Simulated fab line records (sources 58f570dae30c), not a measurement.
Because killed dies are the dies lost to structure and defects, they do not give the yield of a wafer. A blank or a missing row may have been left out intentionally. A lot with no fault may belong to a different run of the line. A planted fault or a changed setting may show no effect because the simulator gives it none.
Split-lot study -- flow berkeley-cmos170 -- on a route of 331 steps: 5 lots, 23 wafers read

== SPLIT DETAILS ==
At UCB170_M1_SPUTTER_00 (material Al, target thk 600 nm, time 80 s), the setting power-w was moved away from the recipe's 6000 W on 9 of the 23 wafers read, by -10.4% to +12.0%. All remaining wafers had this setting at the recipe value.

== FROM THE SPLIT TO THE READING: what the file shows between them, 5 steps ==
- UCB170_M1_RS_MEAS_01: measures by four-point-probe
- UCB170_M1_THK_MEAS_02: measures by xrf
- UCB170_M1_COAT_03
- UCB170_M1_COAT_04: resist thk 900 nm
- UCB170_M1_ETCH_11: etches BARC in N2/H2

== THE READING ==
oes-product-au, in a.u., at UCB170_M1_METAL_ETCH_12 (etches Al in Cl2/BCl3, stops on PSG, target depth 780 nm, time 130 s). On this fab line, fault-free wafers typically give 0.850 a.u. with a standard deviation of 0.018 a.u.

wafer,"tool, chamber at the split","power-w as run, W",against the recipe,"oes-product-au, a.u.",against lot-mates on the recipe
L074.1,"pvd-sputter-03, -",6000,recipe,0.873,-
L074.2,"pvd-sputter-03, -",6000,recipe,0.863,-
L074.3,"pvd-sputter-03, -",6247,+4.1%,0.893,+0.027
L074.4,"pvd-sputter-03, -",6000,recipe,0.862,-
L074.5,"pvd-sputter-03, -",6247,+4.1%,0.888,+0.022
L079.1,"pvd-sputter-04, -",6000,recipe,0.827,-
L079.5,"pvd-sputter-04, -",6000,recipe,0.829,-
L079.6,"pvd-sputter-04, -",6000,recipe,0.830,-
L078.1,"pvd-sputter-01, -",6000,recipe,0.867,-
L078.2,"pvd-sputter-01, -",5378,-10.4%,0.777,-0.077
L078.3,"pvd-sputter-01, -",5378,-10.4%,0.833,-0.021
L078.5,"pvd-sputter-01, -",6000,recipe,0.870,-
L078.6,"pvd-sputter-01, -",6000,recipe,0.826,-
L084.1,"pvd-sputter-04, -",6297,+5.0%,0.887,+0.019
L084.2,"pvd-sputter-04, -",6297,+5.0%,0.888,+0.020
L084.3,"pvd-sputter-04, -",6297,+5.0%,0.890,+0.022
L084.4,"pvd-sputter-04, -",6000,recipe,0.872,-
L084.6,"pvd-sputter-04, -",6000,recipe,0.864,-
L085.1,"pvd-sputter-03, -",6720,+12.0%,0.894,+0.056
L085.2,"pvd-sputter-03, -",6720,+12.0%,0.894,+0.056
L085.3,"pvd-sputter-03, -",6000,recipe,0.845,-
L085.5,"pvd-sputter-03, -",6000,recipe,0.830,-
L085.6,"pvd-sputter-03, -",6000,recipe,0.838,-

THE FIT
A straight line over all 23 wafers: oes-product-au changes by +0.00461 a.u. for each +1% of power-w; r = +0.78; the points scatter about the line by 0.02 a.u.
The same after taking each lot's own level away (the mean of its wafers on the recipe; 23 wafers): +0.00472 a.u. for each +1%; r = +0.90; scatter 0.012 a.u.
The reading moves by 0.057 a.u. for the largest change in power-w, on that fit.
The lots' own levels span 0.8287 to 0.8680 a.u., that is 2.2 times the standard deviation above.
So the lot-to-lot level blurs the effect unless lot-mates are compared.
Check: +0.0567 a.u. against its lot-mates is what the line predicts for one of the wafers moved furthest among these (+12.0%) when that wafer is left out of the fit. It came out at +0.0563 a.u. against them.

== OTHER SPLITS ON THESE WAFERS ==
Before the reading, these wafers also passed through other splits. Each is held against what the fit with the lots' levels taken away leaves over:
other split on the same wafers,wafers away from the commonest value,r with oes-product-au (lot level and that fit taken away)
UCB170_PVT_IMPLANT_07 dose-cm2,4,-0.04
UCB170_GATE_EXPOSE_09 dose-mj,7,+0.06
UCB170_NSD_PEB_04 peb-temp-c,11,+0.18
UCB170_SILICIDE_SPUTTER_01 time-s,10,-0.30

== THE WHOLE CHAIN: every reading that the file lists as answering this split, in the file's order ==
step,what it does,reading,change (the file's fit),r (the file's)
UCB170_M1_SPUTTER_00,"material Al, target thk 600 nm, time 80 s","Al_of_M1_SPUTTER_00.thk-nm (the simulator's own value, which no gauge read)",+6 nm for each +1% of the setting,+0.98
UCB170_M1_RS_MEAS_01,measures by four-point-probe,M1_AL_RS,-0.000486 for each +1% of the setting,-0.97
UCB170_M1_THK_MEAS_02,measures by xrf,M1_AL_THK,+5.78 for each +1% of the setting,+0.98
UCB170_M1_METAL_ETCH_12,"etches Al in Cl2/BCl3, stops on PSG, target depth 780 nm, time 130 s",oes-product-au,+0.00473 a.u. for each +1% of the setting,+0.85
UCB170_M1_METAL_ETCH_12,"etches Al in Cl2/BCl3, stops on PSG, target depth 780 nm, time 130 s","etch.depth-nm (the simulator's own value, which no gauge read)",+6.25 nm for each +1% of the setting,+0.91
UCB170_M1_METAL_ETCH_12,"etches Al in Cl2/BCl3, stops on PSG, target depth 780 nm, time 130 s","M1.feature-depth-nm (the simulator's own value, which no gauge read)",+6.26 nm for each +1% of the setting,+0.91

== THE FILE'S OWN FIT ==
oes-product-au changes by +0.00473 a.u. for each +1% of power-w, r = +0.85.
